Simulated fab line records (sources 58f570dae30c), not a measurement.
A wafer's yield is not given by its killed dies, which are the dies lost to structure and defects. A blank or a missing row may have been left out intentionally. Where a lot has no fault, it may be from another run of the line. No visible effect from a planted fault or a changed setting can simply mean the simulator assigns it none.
A lot that was struck, set against a sound lot -- flow berkeley-cmos170 -- 27 steps out of a route of 331
Sound: the wafers L847.3, L847.4, L847.5. The struck wafers were L856.1, L856.4, L856.5. The cause comes at the end.
Per side, at each step with rows, come the tool, then ch with its chambers, and then its first start. Under that, the readings that differ: sound wafers -- struck wafers -- difference of the means -- sigmas: that difference in standard deviations of wafers without a fault.
alike: readings with means less than 2 such deviations apart, plus words and numbers identical on both sides. not compared: withheld readings, readings lacking a value on some wafer, bounds such as >300 that could conceal the same value, and numbers that have no deviation in the record and whose values overlap.
The two part at a step that has a row with sigmas, a row that says differs or no value, or rows on one side only. Numbers that have no deviation but don't overlap get no sigmas and don't part them. A reading that every wafer of one side lacks parts them only if that side has two wafers or more.

UCB170_GATE_CD_MEAS_90: the cd target is 350 nm.
  sound on cd-sem-01, day 7 22:35; struck on cd-sem-02, day 8 23:43
  alike: cd-nm
then, 7 steps without rows for these wafers: UCB170_GATE_CLEAN_17 (cleans in SPM, time 600 s); UCB170_PLDD_HMDS_00 (prime time 60 s); UCB170_PLDD_COAT_01 (resist thk 900 nm); UCB170_PLDD_SOFTBAKE_02 (time 60 s); UCB170_PLDD_EXPOSE_03 (exposes mask PSELECT, target cd 1200 nm); UCB170_PLDD_PEB_04; UCB170_PLDD_DEVELOP_05 (develop time 45 s).
UCB170_PLDD_CD_MEAS_06: the cd target is 1200 nm.
  sound on cd-sem-02, day 8 00:00; struck on cd-sem-02, day 9 05:25
reading,sound,struck,difference,sigmas
cd-nm (nm),1202.2 1202.2 1203.1,1198.3 1197.8 1198.4,-4.3,-3
UCB170_PLDD_OVL_MEAS_07:
  sound on overlay-01, day 8 00:05; struck on overlay-01, day 9 05:32
  alike: PLDD_OVL
then, 2 steps without rows for these wafers: UCB170_PLDD_IMPLANT_08; UCB170_PLDD_IMPLANT_09.
UCB170_PLDD_STRIP_10: strips in O2.
  sound on plasma-asher-01 ch 0,1, day 8 00:27; struck on plasma-asher-01 ch 0,1, day 9 05:52
  no value came back on the struck wafers for chamber-pressure-mTorr (mTorr), drypump-motor-current-A (A), oes-product-au (a.u.), strip-time-to-endpoint-s (s); on the sound wafers chamber-pressure-mTorr (mTorr) reads 3502 3500 3501
reading,sound,struck,difference,sigmas
model.KrF_of_PLDD_COAT_01.thk-nm (nm),0 0 0,883.9 883.2 886.3,+884.5,
  not compared: rf-hours-counter-h
UCB170_PLDD_TW_MEAS_11:
  sound on film-metro-04, day 8 00:32; struck on film-metro-03, day 9 05:58
  alike: PLDD_TW
then, 7 steps without rows for these wafers: UCB170_PLDD_CLEAN_12 (cleans in SPM, time 600 s); UCB170_NLDD_HMDS_00 (prime time 60 s); UCB170_NLDD_COAT_01 (resist thk 900 nm); UCB170_NLDD_SOFTBAKE_02 (time 60 s); UCB170_NLDD_EXPOSE_03 (exposes mask NSELECT, target cd 1200 nm); UCB170_NLDD_PEB_04; UCB170_NLDD_DEVELOP_05 (develop time 45 s).
UCB170_NLDD_CD_MEAS_06: the cd target is 1200 nm.
  sound on cd-sem-01, day 8 02:11; struck on cd-sem-01, day 9 07:47
  alike: cd-nm
UCB170_NLDD_OVL_MEAS_07:
  sound on overlay-01, day 8 02:16; struck on overlay-01, day 9 07:54
  alike: NLDD_OVL
then, 2 steps without rows for these wafers: UCB170_NLDD_IMPLANT_08; UCB170_NLDD_IMPLANT_09.
UCB170_NLDD_STRIP_10: strips in O2.
  sound on plasma-asher-03 ch 0,1, day 8 02:37; struck on plasma-asher-03 ch 0,1, day 9 08:14
reading,sound,struck,difference,sigmas
strip-time-to-endpoint-s (s),21.55 21.61 21.64,47.81 47.88 47.89,+26.26,+99 or more
  alike: chamber-pressure-mTorr, drypump-motor-current-A, oes-product-au
  not compared: rf-hours-counter-h
UCB170_NLDD_TW_MEAS_11:
  sound on film-metro-02, day 8 02:43; struck on film-metro-04, day 9 08:34
reading,sound,struck,difference,sigmas
NLDD_TW,2171 2188 2167,30 30 30,-2145,-99 or more
  not compared: hold

== WHERE THEY PART ==
Last at UCB170_NLDD_TW_MEAS_11 as far as this record goes, first at UCB170_PLDD_CD_MEAS_06.

WHY: whatever the simulator had introduced
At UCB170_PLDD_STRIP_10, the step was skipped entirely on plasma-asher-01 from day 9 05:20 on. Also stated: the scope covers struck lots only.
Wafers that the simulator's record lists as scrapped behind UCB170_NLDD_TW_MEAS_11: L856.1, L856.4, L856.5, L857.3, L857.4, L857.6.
